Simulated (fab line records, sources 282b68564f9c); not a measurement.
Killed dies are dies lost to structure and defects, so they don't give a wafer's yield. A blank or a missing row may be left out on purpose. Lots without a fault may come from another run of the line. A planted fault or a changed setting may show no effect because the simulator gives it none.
A struck lot beside a sound one | flow rit_cmos | 14 steps out of a route of 202
Sound: wafers L435.1, L435.4, L435.6. Struck: wafers L441.3, L441.5, L441.6. The cause comes at the end.
At each step with rows: each side's tool, then ch and its chambers, then its first start. Under that, the readings that differ: sound wafers | struck wafers | difference of the means | sigmas: that difference in standard deviations of wafers without a fault.
alike: readings whose means differ by less than 2 such deviations, and words and numbers that are the same on both sides. not compared: withheld readings, readings that some wafer has no value for, bounds like >300 that may hide the same value, and numbers for which the record gives no deviation and whose values overlap.
The two part at a step that has a row with sigmas, a row that says differs or no value, or rows on one side only. Numbers that don't overlap but have no deviation are shown without sigmas and don't part them. A reading that every wafer of one side lacks parts them only if that side has two wafers or more.

RIT_CONTACT_STRIP_12: strips in O2, time 180 s.
  sound on plasma_asher-04 ch 0,1, day 4 16:32; struck on plasma_asher-04 ch 0,1, day 5 23:18
  alike: drypump_motor_current_A
  not compared: rf_hours_counter_h
RIT_CONTACT_CD_MEAS_90: target cd 1000 nm.
  sound on cd_sem-01, day 4 16:43; struck on cd_sem-01, day 5 23:28
  alike: cd_nm
then, 2 steps without rows for these wafers: RIT_CONTACT_CLEAN_13 (cleans in SC1, time 600 s); RIT_CONTACT_CLEAN_14 (cleans in SC2, time 600 s).
RIT_M1_SPUTTER_00: material Al, target thk 400 nm, time 500 s.
  sound on pvd_sputter-01, day 4 17:11; struck on pvd_sputter-01, day 5 23:54
  alike: throttle_valve_pct
RIT_M1_RS_MEAS_01: measures by four-point-probe.
  sound on film_metro-02, day 4 17:29; struck on film_metro-03, day 6 00:14
  alike: M1_AL_RS
RIT_M1_THK_MEAS_02: measures by xrf.
  sound on film_metro-02, day 4 17:36; struck on film_metro-03, day 6 00:20
  reading        | sound       | struck      | difference | sigmas
  M1_AL_THK (nm) | 407 403 406 | 397 395 397 | -9         | -2
then, 5 steps without rows for these wafers: RIT_M1_HMDS_03 (prime time 60 s); RIT_M1_COAT_04 (resist thk 1300 nm); RIT_M1_SOFTBAKE_05 (time 60 s); RIT_M1_EXPOSE_06 (exposes mask M12, target cd 2600 nm); RIT_M1_PEB_07.
RIT_M1_DEVELOP_08: develop time 68 s.
  sound on litho_track-03 ch 0, day 4 18:00; struck on litho_track-01, day 6 01:00
  no value came back on the struck wafers for chill_plate_temp_C (C), develop_time_s (s); on the sound wafers chill_plate_temp_C (C) reads 22.93 23.07 22.94
RIT_M1_CD_MEAS_09: target cd 2600 nm.
  sound on cd_sem-01, day 4 18:40; struck on cd_sem-01, day 6 01:28
  reading    | sound                | struck | difference                    | sigmas
  cd_nm (nm) | 2601.0 2598.8 2599.9 | - - -  | no value on the struck wafers |

WHERE THEY PART
First at RIT_M1_THK_MEAS_02; last, within this record, at RIT_M1_CD_MEAS_09.

WHY: what the simulator had put in
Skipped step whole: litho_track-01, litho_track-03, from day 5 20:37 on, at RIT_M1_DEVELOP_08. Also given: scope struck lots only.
